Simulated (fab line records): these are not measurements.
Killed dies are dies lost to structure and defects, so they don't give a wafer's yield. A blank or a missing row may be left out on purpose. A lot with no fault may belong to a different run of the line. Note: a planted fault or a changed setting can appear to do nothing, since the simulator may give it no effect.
Which tool is to blame? / flow rit_cmos / 14 lots, 42 wafers sampled, at 1 step of a route of 202

WHAT THE GAUGES READ, wafer by wafer
The record lacks any reading of a measuring or inspecting step that a usual standard deviation could be used to judge.

WHICH TOOL RAN EACH LOT (tool, then ch and the chambers of the sampled wafers, then the start)
lot=L866; RIT_SILICIDE_WET_ETCH_00=wet_bench-03 ch 0, day 3 11:14
lot=L867; RIT_SILICIDE_WET_ETCH_00=wet_bench-01 ch 1, day 3 13:59
lot=L868; RIT_SILICIDE_WET_ETCH_00=wet_bench-03 ch 1, day 3 17:22
lot=L869; RIT_SILICIDE_WET_ETCH_00=wet_bench-03 ch 3, day 3 22:39
lot=L871; RIT_SILICIDE_WET_ETCH_00=wet_bench-01 ch 2, day 4 10:41
lot=L872; RIT_SILICIDE_WET_ETCH_00=wet_bench-01 ch 3, day 4 19:47
lot=L873; RIT_SILICIDE_WET_ETCH_00=wet_bench-01 ch 0, day 4 22:41
lot=L876; RIT_SILICIDE_WET_ETCH_00=wet_bench-01 ch 0, day 5 12:01
lot=L879; RIT_SILICIDE_WET_ETCH_00=wet_bench-03 ch 1, day 5 23:35
lot=L880; RIT_SILICIDE_WET_ETCH_00=wet_bench-02 ch 3, day 6 05:37
lot=L884; RIT_SILICIDE_WET_ETCH_00=wet_bench-01 ch 1, day 7 00:09
lot=L885; RIT_SILICIDE_WET_ETCH_00=wet_bench-03 ch 1, day 7 05:46
lot=L887; RIT_SILICIDE_WET_ETCH_00=wet_bench-02 ch 3, day 7 15:40
lot=L888; RIT_SILICIDE_WET_ETCH_00=wet_bench-01 ch 0, day 7 20:37
- RIT_SILICIDE_WET_ETCH_00: etches SiO2 in BOE, target depth 14 nm, time 15 s.

AS READ BY THE TOOLS THEMSELVES (means over the sampled wafers that have a number; for cases with no such wafer, the mark the record gives instead)
RIT_SILICIDE_WET_ETCH_00.
lot=L866; tool=wet_bench-03; bath_heat_duty_pct (%)=1.4; temp_c (C)=21.51
lot=L867; tool=wet_bench-01; bath_heat_duty_pct (%)=2.0; temp_c (C)=21.34
lot=L868; tool=wet_bench-03; bath_heat_duty_pct (%)=1.8; temp_c (C)=21.43
lot=L869; tool=wet_bench-03; bath_heat_duty_pct (%)=1.6; temp_c (C)=21.42
lot=L871; tool=wet_bench-01; bath_heat_duty_pct (%)=2.0; temp_c (C)=21.54
lot=L872; tool=wet_bench-01; bath_heat_duty_pct (%)=1.9; temp_c (C)=21.47
lot=L873; tool=wet_bench-01; bath_heat_duty_pct (%)=1.5; temp_c (C)=21.60
lot=L876; tool=wet_bench-01; bath_heat_duty_pct (%)=1.4; temp_c (C)=21.52
lot=L879; tool=wet_bench-03; bath_heat_duty_pct (%)=-; temp_c (C)=-
lot=L880; tool=wet_bench-02; bath_heat_duty_pct (%)=-; temp_c (C)=-
lot=L884; tool=wet_bench-01; bath_heat_duty_pct (%)=2.2; temp_c (C)=21.50
lot=L885; tool=wet_bench-03; bath_heat_duty_pct (%)=2.2; temp_c (C)=21.46
lot=L887; tool=wet_bench-02; bath_heat_duty_pct (%)=1.6; temp_c (C)=21.57
lot=L888; tool=wet_bench-01; bath_heat_duty_pct (%)=1.6; temp_c (C)=21.47

THE ANSWER, worked out from the rows above alone
Rule: the lots themselves supply what counts as usual. The widest of any qualifying gaps counts: lots, ordered by their means at a reading, are off when they make up no more than a third of the lots, leave a main group of 4 or more, and stand apart from it by 3 or more times the standard deviation of that group's means. A main group whose means are all the same, to the digits that the tables above print for the reading, isn't used. A lot without any number at a reading at which 4 lots or more have one is off too. The other lots that the step has rows for count as sound. Order of review: gauges by route order, followed by the tools' own readings, for which a lot's mean as printed above is used. The first step at which some lot is off is used, and at that step the reading that is off furthest; a lot without a number counts as furthest.
Off: L879, L880 (RIT_SILICIDE_WET_ETCH_00, bath_heat_duty_pct). Without a number there: L879, L880. The main group has a mean of 1.8 % with a standard deviation of 0.28.
If a tool, at that step or one of the process steps before it, ran each lot that is off and ran no sound lot following the first of them, it fits. No candidate that was tried fits.

WHAT HAD BEEN PUT IN BY THE SIMULATOR
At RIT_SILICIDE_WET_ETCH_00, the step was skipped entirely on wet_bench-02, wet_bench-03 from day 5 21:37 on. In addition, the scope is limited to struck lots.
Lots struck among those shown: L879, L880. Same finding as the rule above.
